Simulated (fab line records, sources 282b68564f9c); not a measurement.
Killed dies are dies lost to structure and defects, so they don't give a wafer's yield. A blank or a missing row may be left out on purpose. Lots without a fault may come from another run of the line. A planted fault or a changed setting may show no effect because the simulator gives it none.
Which tool did it? | flow rit_cmos | 15 lots, 45 wafers sampled, at 5 steps of a route of 202

WHAT THE GAUGES READ, wafer by wafer
RIT_WELLDRIVE_RS_MEAS_02: measures by four-point-probe.
lot  | measured    | on            | PWELL_RS (ohm/sq)
L436 | day 2 11:16 | film_metro-01 | 429.8 428.8 430.4
L438 | day 2 19:58 | film_metro-01 | 428.0 428.6 428.4
L442 | day 3 16:04 | film_metro-03 | 430.1 431.8 430.1
L443 | day 3 23:44 | film_metro-03 | 431.2 431.8 430.8
L444 | day 4 05:22 | film_metro-01 | 428.5 428.9 428.5
L445 | day 4 06:23 | film_metro-03 | 430.1 429.9 430.4
L446 | day 4 10:29 | film_metro-04 | 429.4 428.9 429.2
L447 | day 4 15:39 | film_metro-01 | 428.9 428.8 428.7
L448 | day 4 19:59 | film_metro-04 | 429.9 429.0 428.6
L449 | day 5 00:08 | film_metro-01 | 429.6 430.5 430.1
L450 | day 5 06:17 | film_metro-01 | 429.1 428.4 430.1
L452 | day 5 19:22 | film_metro-04 | 428.7 428.3 429.6
L453 | day 5 19:22 | film_metro-03 | 432.6 432.8 431.9
L454 | day 5 23:41 | film_metro-04 | 429.8 431.3 429.6
L456 | day 6 10:11 | film_metro-04 | 432.9 431.2 432.8

RIT_GATE_THK_MEAS_07.
lot  | measured    | on            | GATE_OXIDE_THK (nm)
L436 | day 2 18:43 | film_metro-03 | 3.02 2.86 2.88
L438 | day 3 07:08 | film_metro-01 | 3.03 3.04 3.07
L442 | day 3 23:52 | film_metro-02 | 2.98 3.01 3.01
L443 | day 4 07:49 | film_metro-02 | 2.97 3.02 3.02
L444 | day 4 12:11 | film_metro-01 | 3.03 3.09 3.02
L445 | day 4 12:43 | film_metro-03 | 3.10 3.07 3.13
L446 | day 4 20:39 | film_metro-02 | 3.10 3.01 3.07
L447 | day 5 02:38 | film_metro-02 | 3.00 3.01 3.05
L448 | day 5 02:40 | film_metro-01 | 3.07 3.12 3.07
L449 | day 5 06:19 | film_metro-02 | 3.03 3.04 3.06
L450 | day 5 14:26 | film_metro-01 | 3.01 3.03 3.00
L452 | day 6 01:39 | film_metro-03 | 2.86 3.09 2.97
L453 | day 6 02:43 | film_metro-03 | 3.00 2.96 2.90
L454 | day 6 07:28 | film_metro-02 | 2.97 2.98 2.98
L456 | day 6 15:23 | film_metro-03 | 3.05 3.08 3.00

RIT_GATE_OVL_MEAS_17.
lot  | measured    | on         | GATE_OVL (nm)
L436 | day 2 21:57 | overlay-02 | -1.7 -0.7 -1.0
L438 | day 3 10:04 | overlay-02 | 2.1 1.3 2.8
L442 | day 4 02:50 | overlay-01 | -0.5 -0.1 -0.8
L443 | day 4 10:42 | overlay-02 | -0.2 0.5 0.3
L444 | day 4 15:01 | overlay-02 | -0.4 0.3 -0.2
L445 | day 4 16:38 | overlay-01 | -2.3 -2.8 -2.6
L446 | day 4 23:29 | overlay-02 | -0.7 -0.5 -0.5
L447 | day 5 05:21 | overlay-02 | -0.3 0.0 -0.2
L448 | day 5 05:41 | overlay-02 | 0.3 1.5 0.2
L449 | day 5 09:01 | overlay-01 | -1.3 -1.4 -0.8
L450 | day 5 17:38 | overlay-01 | -0.1 0.0 1.4
L452 | day 6 04:26 | overlay-01 | -0.4 -1.6 -2.0
L453 | day 6 06:08 | overlay-02 | -149.5 -149.7 -150.0
L454 | day 6 10:10 | overlay-01 | -150.8 -150.0 -150.2
L456 | day 6 19:15 | overlay-02 | -147.5 -146.4 -147.3

RIT_REOX_THK_MEAS_04.
lot  | measured    | on            | REOX_OXIDE_THK (nm)
L436 | day 3 03:06 | film_metro-01 | 24.9 24.5 24.8
L438 | day 3 15:44 | film_metro-04 | 25.8 25.8 25.8
L442 | day 4 08:41 | film_metro-04 | 25.2 25.1 25.5
L443 | day 4 14:44 | film_metro-04 | 25.5 25.5 25.4
L444 | day 4 18:55 | film_metro-03 | 25.5 25.3 25.4
L445 | day 4 23:11 | film_metro-01 | 24.9 25.1 24.9
L446 | day 5 03:04 | film_metro-04 | 25.0 24.9 24.5
L447 | day 5 08:58 | film_metro-04 | 26.0 26.1 26.1
L448 | day 5 10:30 | film_metro-01 | 26.3 26.0 26.3
L449 | day 5 14:10 | film_metro-01 | 25.6 25.2 25.4
L450 | day 5 21:43 | film_metro-01 | 25.1 25.5 25.0
L452 | day 6 08:05 | film_metro-03 | 25.2 24.9 25.2
L453 | day 6 10:38 | film_metro-03 | 25.2 25.3 25.0
L454 | day 6 15:38 | film_metro-04 | 24.7 24.6 25.1
L456 | day 7 00:00 | film_metro-03 | 25.2 25.0 25.1

WHICH TOOL RAN EACH LOT (tool, then ch and the chambers of the sampled wafers, then the start)
lot  | RIT_GATE_EXPOSE_13
L436 | iline_stepper-02 ch 0, day 2 21:19
L438 | iline_stepper-01 ch 0, day 3 09:28
L442 | iline_stepper-01 ch 0, day 4 02:16
L443 | iline_stepper-01 ch 0, day 4 10:11
L444 | iline_stepper-02 ch 0, day 4 14:30
L445 | iline_stepper-01 ch 0, day 4 16:07
L446 | iline_stepper-01 ch 0, day 4 22:59
L447 | iline_stepper-01 ch 0, day 5 04:50
L448 | iline_stepper-02 ch 0, day 5 05:07
L449 | iline_stepper-02 ch 0, day 5 08:31
L450 | iline_stepper-01 ch 0, day 5 17:07
L452 | iline_stepper-02 ch 0, day 6 03:52
L453 | iline_stepper-01 ch 0, day 6 05:35
L454 | iline_stepper-01 ch 0, day 6 09:40
L456 | iline_stepper-01 ch 0, day 6 18:44
- RIT_GATE_EXPOSE_13: exposes mask M6, target cd 150 nm.

WHAT THE TOOLS THEMSELVES READ (means of the sampled wafers that have a number; where no wafer has one, the mark that the record gives instead)
The record holds no such reading with a usual standard deviation.

THE ANSWER, worked out from the rows above alone
Rule: what is usual is taken from the lots themselves. Put in order of their means at a reading, lots are off if they are a third of the lots or fewer, leave a main group of 4 or more, and stand apart from it by a gap of 3 or more times the standard deviation of the main group's means; of several such gaps the widest counts. A main group whose means are all the same, to the digits that the tables above print for the reading, isn't used. A lot without any number at a reading at which 4 lots or more have one is off too. The other lots that the step has rows for count as sound. The gauges are gone through in route order, then the tools' own readings, and for those a lot's mean is taken as printed above. The first step at which some lot is off is used, and at that step the reading that is off furthest; a lot without a number counts as furthest.
Off: L453, L454, L456, at RIT_GATE_OVL_MEAS_17 (GATE_OVL). The main group: mean -0.3 nm, standard deviation 1.1.
A tool fits if, at a process step before that reading, it ran every lot that is off, and no sound lot after the first of them. The gauges at RIT_GATE_OVL_MEAS_17 are tried like those tools. One fits: iline_stepper-01 at RIT_GATE_EXPOSE_13. Its last sound lot is L450 (day 5 17:07), its first lot that is off L453 (day 6 05:35): a fault that began between those two fits.

WHAT THE SIMULATOR HAD PUT IN
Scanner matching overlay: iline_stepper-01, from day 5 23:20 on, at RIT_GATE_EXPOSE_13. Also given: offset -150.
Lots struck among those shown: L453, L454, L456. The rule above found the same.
